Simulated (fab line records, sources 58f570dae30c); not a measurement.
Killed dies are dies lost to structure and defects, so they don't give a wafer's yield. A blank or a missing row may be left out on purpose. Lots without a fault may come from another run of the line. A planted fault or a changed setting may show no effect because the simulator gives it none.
A struck lot beside a sound one | flow berkeley_cmos170 | 14 steps out of a route of 331
Sound: wafers L271.1, L271.3, L271.5. Struck: wafers L267.1, L267.2, L267.5. The cause comes at the end.
At each step with rows: each side's tool, then ch and its chambers, then its first start. Under that, the readings that differ: sound wafers | struck wafers | difference of the means | sigmas: that difference in standard deviations of wafers without a fault.
alike: readings whose means differ by less than 2 such deviations, and words and numbers that are the same on both sides. not compared: withheld readings, readings that some wafer has no value for, bounds like >300 that may hide the same value, and numbers for which the record gives no deviation and whose values overlap.
The two part at a step that has a row with sigmas, a row that says differs or no value, or rows on one side only. Numbers that don't overlap but have no deviation are shown without sigmas and don't part them. A reading that every wafer of one side lacks parts them only if that side has two wafers or more.

UCB170_NLDD_STRIP_10: strips in O2.
  sound on plasma_asher-02 ch 0, day 11 08:06; struck on plasma_asher-02 ch 0,1, day 10 15:10
  alike: drypump_motor_current_A, oes_product_au, strip_time_to_endpoint_s
  not compared: rf_hours_counter_h
UCB170_NLDD_TW_MEAS_11:
  sound on film_metro-01, day 11 08:12; struck on film_metro-01, day 10 15:16
  alike: NLDD_TW
then, 1 step without rows for these wafers: UCB170_NLDD_CLEAN_12 (cleans in SPM, time 600 s).
UCB170_SPACER_CVD_00: deposits SiO2 from TEOS/O2, target thk 376 nm, time 47 s.
  sound on pecvd-03 ch 0,2, day 11 08:34; struck on pecvd-01 ch 1,2, day 10 15:31
  alike: heater_power_w, rf_fwd_power_W
UCB170_SPACER_THK_MEAS_01:
  sound on film_metro-02, day 11 08:37; struck on film_metro-01, day 10 15:33
  alike: SPACER_TEOS_THK
then, 1 step without rows for these wafers: UCB170_SPACER_ANNEAL_02 (time 1800 s).
UCB170_SPACER_ETCHBACK_03: etches SiO2 in CHF3/CF4/Ar, stops on Si, target depth 376 nm, time 100 s.
  sound on rie_diel-02 ch 0,1,3, day 11 12:45; struck on rie_diel-02 ch 0,2,3, day 10 22:51
  alike: drypump_motor_current_A, oes_product_au, rf_fwd_power_W, throttle_valve_pct
  not compared: rf_hours_counter_h
then, 5 steps without rows for these wafers: UCB170_PSD_HMDS_00 (prime time 60 s); UCB170_PSD_COAT_01 (resist thk 900 nm); UCB170_PSD_SOFTBAKE_02 (time 60 s); UCB170_PSD_EXPOSE_03 (exposes mask PSELECT MOD, target cd 1200 nm); UCB170_PSD_PEB_04.
UCB170_PSD_DEVELOP_05: develop time 45 s.
  sound on litho_track-03 ch 0, day 11 16:00; struck on litho_track-02, day 11 00:00
  no value came back on the struck wafers for chill_plate_temp_C (C), develop_time_s (s); on the sound wafers chill_plate_temp_C (C) reads 22.89 23.18 22.98
  reading                              | sound             | struck            | difference | sigmas
  model.KrF_of_PSD_COAT_01.thk_nm (nm) | 888.9 889.6 886.1 | 900.6 903.6 901.6 | +13.7      |
UCB170_PSD_CD_MEAS_06: target cd 1200 nm.
  sound on cd_sem-02, day 11 16:58; struck on cd_sem-01, day 11 00:47
  reading    | sound                | struck | difference                    | sigmas
  cd_nm (nm) | 1199.0 1201.1 1200.0 | - - -  | no value on the struck wafers |

WHERE THEY PART
First at UCB170_PSD_DEVELOP_05; last, within this record, at UCB170_PSD_CD_MEAS_06.

WHY: what the simulator had put in
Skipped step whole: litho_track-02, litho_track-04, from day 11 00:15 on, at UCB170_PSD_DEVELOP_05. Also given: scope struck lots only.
